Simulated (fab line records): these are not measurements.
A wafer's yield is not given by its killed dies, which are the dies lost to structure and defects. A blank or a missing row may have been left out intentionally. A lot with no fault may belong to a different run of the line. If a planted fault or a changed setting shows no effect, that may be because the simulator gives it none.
What tool caused it? -- flow berkeley_cmos170 -- 42 wafers from 14 lots sampled at 5 of the route's 331 steps

## WHAT EACH GAUGE READ, for each wafer
UCB170_START_BOW_MEAS_00. Usual: INCOMING_BOW typically reads 0 um, with standard deviation 6.6.
lot,measured,on,INCOMING_BOW (um),flag
L836,day 1 15:00,film_metro-01,11 15 -4,
L837,day 1 20:01,film_metro-02,1 -4 6,
L838,day 2 01:02,film_metro-01,-1 3 -2,
L840,day 2 11:00,film_metro-02,-6 0 2,
L841,day 2 16:01,film_metro-04,1 9 8,
L844,day 3 07:00,film_metro-04,-1 8 9,
L845,day 3 12:01,film_metro-02,6 -1 5,
L848,day 4 03:02,film_metro-04,-3 6 0,
L851,day 4 18:00,film_metro-04,1 -3 10,
L853,day 5 04:04,film_metro-04,-3 3 -6,
L855,day 5 14:00,film_metro-04,9 -7 6,
L856,day 5 19:00,film_metro-04,-4 5 -13,
L857,day 6 00:01,film_metro-04,-7 12 5,
L858,day 6 05:01,film_metro-01,-5 1 -12,

UCB170_NWELL_TW_MEAS_16. Usual: NWELL_TW typically reads 1262, with standard deviation 15.
lot,measured,on,NWELL_TW,flag
L836,day 2 17:20,film_metro-04,1253 1250 1244,
L837,day 3 03:33,film_metro-03,1282 1282 1277,
L838,day 3 03:49,film_metro-03,1278 1280 1280,
L840,day 3 14:52,film_metro-04,1247 1245 1244,
L841,day 3 20:41,film_metro-01,1255 1254 1255,
L844,day 4 04:34,film_metro-04,1256 1255 1246,
L845,day 4 15:53,film_metro-03,1280 1277 1280,
L848,day 5 03:01,film_metro-01,1252 1249 1252,
L851,day 5 21:15,film_metro-01,1252 1252 1248,
L853,day 6 08:49,film_metro-03,407 398 401,OFF
L855,day 6 15:45,film_metro-03,411 419 419,OFF
L856,day 7 02:37,film_metro-01,1243 1244 1247,
L857,day 7 02:14,film_metro-03,1284 1276 1281,
L858,day 7 08:57,film_metro-04,1250 1257 1260,

UCB170_PFIELD_TW_MEAS_09. Usual: PFIELD_TW typically reads 610, with standard deviation 7.3.
lot,measured,on,PFIELD_TW,flag
L836,day 5 06:46,film_metro-01,606 607 601,
L837,day 5 09:13,film_metro-01,603 602 603,
L838,day 5 08:57,film_metro-03,618 615 618,
L840,day 5 21:43,film_metro-03,615 615 617,
L841,day 6 07:06,film_metro-01,604 599 605,
L844,day 6 06:49,film_metro-03,612 611 616,
L845,day 7 01:59,film_metro-01,602 599 600,
L848,day 7 15:21,film_metro-03,613 613 617,
L851,day 8 14:19,film_metro-04,599 599 600,
L856,day 9 11:19,film_metro-03,615 616 613,
L857,day 9 10:58,film_metro-03,616 616 614,
L858,day 9 21:13,film_metro-01,606 604 604,

## TOOL THAT RAN EACH LOT (tool first, then ch and the chambers of the sampled wafers, then the start)
lot,UCB170_NWELL_DEVELOP_11,UCB170_PWELL_STRIP_16
L836,"litho_track-04 ch 0, day 2 16:00","plasma_asher-02 ch 0,1, day 3 12:46"
L837,"litho_track-04 ch 0, day 3 03:00","plasma_asher-02 ch 0,1, day 3 23:41"
L838,"litho_track-02 ch 0, day 3 03:00","plasma_asher-02 ch 0,1, day 3 23:06"
L840,"litho_track-04 ch 0, day 3 14:00","plasma_asher-01 ch 0,1, day 4 09:01"
L841,"litho_track-04 ch 0, day 3 20:00","plasma_asher-01 ch 0,1, day 4 16:38"
L844,"litho_track-02 ch 0, day 4 04:00","plasma_asher-02 ch 0,1, day 5 00:45"
L845,"litho_track-02 ch 0, day 4 15:00","plasma_asher-01 ch 0,1, day 5 10:32"
L848,"litho_track-01 ch 0, day 5 02:00","plasma_asher-03 ch 0,1, day 5 23:41"
L851,"litho_track-04 ch 0, day 5 20:00","plasma_asher-01 ch 0,1, day 6 20:26"
L853,"litho_track-04 ch 0, day 6 08:00",-
L855,"litho_track-04 ch 0, day 6 15:00",-
L856,"litho_track-02 ch 0, day 7 01:00","plasma_asher-02 ch 0,1, day 8 02:14"
L857,"litho_track-02 ch 0, day 7 01:00","plasma_asher-03 ch 0,1, day 8 02:30"
L858,"litho_track-01 ch 0, day 7 08:00","plasma_asher-01 ch 0,1, day 8 08:08"
- UCB170_NWELL_DEVELOP_11: develop time 45 s.
- UCB170_PWELL_STRIP_16: strips in O2.

## WHAT THE TOOLS THEMSELVES READ (means of the sampled wafers that have a number; where no wafer has one, the mark that the record gives instead)
UCB170_NWELL_DEVELOP_11. Usual: 45.0 Pa for exhaust_pa, sd 0.89.
lot,tool,exhaust_pa (Pa),flag
L836,litho_track-04,44.4,
L837,litho_track-04,44.6,
L838,litho_track-02,44.0,
L840,litho_track-04,45.2,
L841,litho_track-04,44.9,
L844,litho_track-02,46.3,
L845,litho_track-02,45.1,
L848,litho_track-01,45.9,
L851,litho_track-04,45.4,
L853,litho_track-04,45.7,
L855,litho_track-04,45.1,
L856,litho_track-02,45.2,
L857,litho_track-02,45.6,
L858,litho_track-01,43.9,

UCB170_PWELL_STRIP_16. Usual: chamber_pressure_mTorr 3500.3 mTorr, standard deviation 2.9; drypump_motor_current_A 5.6 A, standard deviation 0.57; oes_product_au 0.721 a.u., standard deviation 0.0045; strip_time_to_endpoint_s 18.08 s, standard deviation 0.072.
lot,tool,chamber_pressure_mTorr (mTorr),drypump_motor_current_A (A),oes_product_au (a.u.),strip_time_to_endpoint_s (s),flag
L836,plasma_asher-02,3498.6,5.7,0.718,18.03,
L837,plasma_asher-02,3502.9,5.4,0.720,18.09,
L838,plasma_asher-02,3497.7,5.7,0.723,18.03,
L840,plasma_asher-01,3502.7,5.9,0.726,18.01,
L841,plasma_asher-01,3498.5,5.9,0.722,18.09,
L844,plasma_asher-02,3503.1,5.4,0.722,18.20,
L845,plasma_asher-01,3499.9,5.9,0.724,18.12,
L848,plasma_asher-03,3501.1,5.2,0.719,18.10,
L851,plasma_asher-01,3498.0,6.2,0.722,18.04,
L856,plasma_asher-02,3500.1,5.7,0.725,18.12,
L857,plasma_asher-03,3500.3,5.6,0.717,18.11,
L858,plasma_asher-01,3501.9,5.9,0.723,18.12,

## THE ANSWER, worked out from the rows above alone
Rule: a lot counts as off when the mean over its wafers that have a number is more than 3 standard deviations away from the usual mean. Also off: a lot with no number at a reading for which 4 or more lots have one. The other lots that the step has rows for count as sound. First the gauges in route order, then the tools' own readings, where a lot's mean is used as printed above. At the first step where some lot is off, the reading lying furthest off is the one used; lots without a number count as furthest.
Off: L853, L855, at UCB170_NWELL_TW_MEAS_16 (NWELL_TW).
If a tool, at a process step before that reading, ran all the lots that are off and no sound lot after the first of them, it fits. The gauges at UCB170_NWELL_TW_MEAS_16 are tried like those tools. One candidate fits, namely litho_track-04 at UCB170_NWELL_DEVELOP_11. A fault onset in the window from L851 (day 5 20:00, its last sound lot) to L853 (day 6 08:00, its first lot off) fits.

## WHAT THE SIMULATOR HAD PUT IN
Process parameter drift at UCB170_NWELL_DEVELOP_11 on litho_track-04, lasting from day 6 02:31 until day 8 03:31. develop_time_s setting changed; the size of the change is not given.
Struck lots among those shown: L853, L855. The rule above reached the same finding.
